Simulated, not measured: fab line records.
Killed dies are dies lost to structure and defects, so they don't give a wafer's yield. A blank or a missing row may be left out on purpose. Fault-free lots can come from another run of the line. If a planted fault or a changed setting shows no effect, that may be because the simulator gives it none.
Commonality check across tools ; flow berkeley_cmos170 ; Lots sampled 15, wafers sampled 45

== REASON FOR OPENING ==
UCB170_GATE_THK_MEAS_02, reading GATE_OXIDE_THK: flagged on 3 of 15 lots. No-fault wafers: 6.65 nm, standard deviation 0.12.
Rule: a lot is flagged in two cases, either no wafer of it has a number, or all its wafers with numbers fall more than 4 standard deviations from that mean. All remaining lots are regarded as sound.

lot;measured;on;GATE_OXIDE_THK (nm), wafer by wafer;flag
L174;day 5 15:03;film_metro-03;6.80 6.75 6.72;
L175;day 6 10:20;film_metro-02;6.64 6.42 6.58;
L177;day 6 20:43;film_metro-03;6.51 6.65 6.68;
L176;day 6 20:44;film_metro-02;6.56 6.60 6.68;
L178;day 6 23:34;film_metro-03;6.67 6.64 6.67;
L183;day 7 08:22;film_metro-02;6.61 6.58 6.61;
L184;day 8 02:58;film_metro-02;4.82 4.77 4.81;FLAGGED
L182;day 8 02:58;film_metro-04;4.78 4.78 4.83;FLAGGED
L186;day 8 02:58;film_metro-03;4.65 4.71 4.76;FLAGGED
L188;day 9 01:10;film_metro-04;6.69 6.73 6.77;
L191;day 9 15:04;film_metro-04;6.53 6.60 6.58;
L193;day 9 15:04;film_metro-03;6.57 6.58 6.62;
L195;day 10 02:19;film_metro-02;6.83 6.83 6.94;
L194;day 10 02:19;film_metro-04;6.74 6.68 6.70;
L196;day 10 02:20;film_metro-03;6.73 6.64 6.70;
On average the flagged lots' numbers are 4.77 nm, which is -1.88 nm against the usual, or -16 standard deviations.

== TOOL THAT RAN EACH LOT ==
The record holds 1 process step before the reading, out of a route of 331 steps. Every cell lists first the tool, next ch and the chambers used by the sampled wafers, and last the start.
lot;flag;UCB170_GATE_OXIDATION_01
L174;;furnace-04 ch 0, day 5 13:27
L175;;furnace-02 ch 0, day 6 08:50
L177;;furnace-04 ch 0, day 6 19:13
L176;;furnace-04 ch 0, day 6 19:13
L178;;furnace-04 ch 0, day 6 22:04
L183;;furnace-02 ch 0, day 7 06:52
L184;FLAGGED;furnace-04 ch 0, day 8 01:28
L182;FLAGGED;furnace-04 ch 0, day 8 01:28
L186;FLAGGED;furnace-04 ch 0, day 8 01:28
L188;;furnace-01 ch 0, day 8 23:39
L191;;furnace-02 ch 0, day 9 13:34
L193;;furnace-02 ch 0, day 9 13:34
L195;;furnace-01 ch 0, day 10 00:49
L194;;furnace-01 ch 0, day 10 00:49
L196;;furnace-01 ch 0, day 10 00:49
What is done by these steps:
- UCB170_GATE_OXIDATION_01: target thk 6.6 nm, ox time 1800 s.
- UCB170_GATE_THK_MEAS_02

== FLAGGED OVER TOTAL, TOOL BY TOOL (the gauges that took the reading come last) ==
step;tool;lots run;flagged;share of the flagged lots;sound lots run after its first flagged lot
UCB170_GATE_OXIDATION_01;furnace-01;4;0;none;-
UCB170_GATE_OXIDATION_01;furnace-02;4;0;none;-
UCB170_GATE_OXIDATION_01;furnace-04;7;3;all;0
UCB170_GATE_THK_MEAS_02;film_metro-02;5;1;some;1 (L195)
UCB170_GATE_THK_MEAS_02;film_metro-03;6;1;some;2 (L193,L196)
UCB170_GATE_THK_MEAS_02;film_metro-04;4;1;some;3 (L188,L191,L194)

== WHAT THE TABLE PERMITS ==
In the table, 1 row covers all flagged lots: furnace-04 at UCB170_GATE_OXIDATION_01.
- furnace-04 at UCB170_GATE_OXIDATION_01 ran 7 lots, 3 of them flagged. A fault beginning between L178 (day 6 22:04), its last sound lot, and L182 (day 8 01:28), its first flagged one, fits the data. Its own readings lie more than 4 standard deviations out on every wafer of the flagged lots: spike_tc_centre_C, spike_tc_load_C, spike_tc_source_C, tube_center_temp_C, tube_center_temp_C_max.
Just one tool remains: furnace-04 at UCB170_GATE_OXIDATION_01.

== WHAT HAD BEEN PUT IN BY THE SIMULATOR ==
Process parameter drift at UCB170_GATE_OXIDATION_01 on furnace-04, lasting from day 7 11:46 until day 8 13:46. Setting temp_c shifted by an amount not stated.
Lots struck among those shown: L184, L182, L186. This agrees with what the rule above found.
